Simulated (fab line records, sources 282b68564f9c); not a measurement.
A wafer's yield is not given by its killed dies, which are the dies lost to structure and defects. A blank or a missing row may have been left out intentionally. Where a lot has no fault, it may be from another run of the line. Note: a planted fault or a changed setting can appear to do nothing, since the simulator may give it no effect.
Which of the tools did it? | flow rit-cmos | 42 wafers from 14 lots sampled at 2 of the route's 202 steps

## WHAT EACH GAUGE READ, for each wafer
RIT_GATE_THK_MEAS_09. Usual: for GATE_POLY_THK the level is 250.6 nm and the standard deviation is 1.9.
lot  | measured    | on            | GATE_POLY_THK (nm) | flag
L450 | day 2 23:15 | film-metro-04 | 250.9 251.1 254.2  |
L451 | day 3 01:22 | film-metro-04 | 253.7 253.3 254.8  |
L453 | day 3 11:29 | film-metro-04 | 198.0 199.2 198.1  | OFF
L454 | day 3 17:23 | film-metro-04 | 250.0 250.2 251.5  |
L455 | day 3 23:16 | film-metro-04 | 201.6 200.2 201.5  | OFF
L456 | day 4 00:52 | film-metro-03 | 250.3 250.2 250.1  |
L461 | day 5 10:52 | film-metro-01 | 249.5 247.7 248.1  |
L465 | day 6 19:22 | film-metro-04 | 250.4 250.7 251.9  |
L466 | day 6 19:22 | film-metro-03 | 253.6 250.2 250.4  |
L467 | day 7 01:12 | film-metro-04 | 251.1 252.8 251.5  |
L469 | day 7 12:45 | film-metro-04 | 252.1 251.8 248.1  |
L470 | day 7 16:14 | film-metro-03 | 248.9 249.0 248.1  |
L471 | day 8 02:15 | film-metro-03 | 248.1 248.7 248.0  |
L472 | day 8 02:15 | film-metro-01 | 254.3 251.4 255.6  |

## TOOL THAT RAN EACH LOT (tool first, then ch and the chambers of the sampled wafers, then the start)
lot  | RIT_GATE_CVD_08
L450 | lpcvd-01 ch 0, day 2 21:37
L451 | lpcvd-01 ch 1, day 2 23:44
L453 | lpcvd-01 ch 0, day 3 09:52
L454 | lpcvd-02 ch 0, day 3 15:46
L455 | lpcvd-01 ch 1, day 3 21:38
L456 | lpcvd-02 ch 1, day 3 23:14
L461 | lpcvd-02 ch 1, day 5 09:16
L465 | lpcvd-02 ch 0, day 6 17:44
L466 | lpcvd-02 ch 0, day 6 17:44
L467 | lpcvd-01 ch 1, day 6 23:35
L469 | lpcvd-02 ch 0, day 7 11:07
L470 | lpcvd-02 ch 0, day 7 14:35
L471 | lpcvd-02 ch 0, day 8 00:38
L472 | lpcvd-02 ch 0, day 8 00:38
- RIT_GATE_CVD_08: deposits poly-Si from SiH4, target thk 250 nm, time 2220 s.

## AS READ BY THE TOOLS THEMSELVES (means over the sampled wafers that have a number; for cases with no such wafer, the mark the record gives instead)
RIT_GATE_CVD_08. Usual: sih4-flow-sccm 100.00 sccm, standard deviation 0.29; spike-tc-load-C 629 C, standard deviation 3.
lot  | tool     | sih4-flow-sccm (sccm) | spike-tc-load-C (C) | flag
L450 | lpcvd-01 | 100.09                | 628                 |
L451 | lpcvd-01 | 100.31                | 632                 |
L453 | lpcvd-01 | 80.30                 | 627                 | OFF
L454 | lpcvd-02 | 99.87                 | 629                 |
L455 | lpcvd-01 | 79.94                 | 632                 | OFF
L456 | lpcvd-02 | 100.03                | 625                 |
L461 | lpcvd-02 | 100.12                | 625                 |
L465 | lpcvd-02 | 99.63                 | 628                 |
L466 | lpcvd-02 | 100.15                | 628                 |
L467 | lpcvd-01 | 100.48                | 633                 |
L469 | lpcvd-02 | 99.75                 | 629                 |
L470 | lpcvd-02 | 100.31                | 629                 |
L471 | lpcvd-02 | 100.26                | 628                 |
L472 | lpcvd-02 | 100.01                | 630                 |

## THE ANSWER, worked out from the rows above alone
Rule: a lot counts as off when the mean over its wafers that have a number is more than 3 standard deviations away from the usual mean. Also off: a lot with no number at a reading for which 4 or more lots have one. All remaining lots with rows at the step are treated as sound. Order of review: gauges by route order, followed by the tools' own readings, for which a lot's mean as printed above is used. At the first step where some lot is off, the reading lying furthest off is the one used; lots without a number count as furthest.
Off: L453, L455, seen at RIT_GATE_THK_MEAS_09 (GATE_POLY_THK).
A tool fits if, at a process step before that reading, it ran every lot that is off, and no sound lot after the first of them. Not tried: the gauges at RIT_GATE_THK_MEAS_09; whatever is off there is also off at RIT_GATE_CVD_08, on other tools, and gauge error can't account for it. No candidate that was tried fits.

## WHAT THE SIMULATOR HAD INSERTED
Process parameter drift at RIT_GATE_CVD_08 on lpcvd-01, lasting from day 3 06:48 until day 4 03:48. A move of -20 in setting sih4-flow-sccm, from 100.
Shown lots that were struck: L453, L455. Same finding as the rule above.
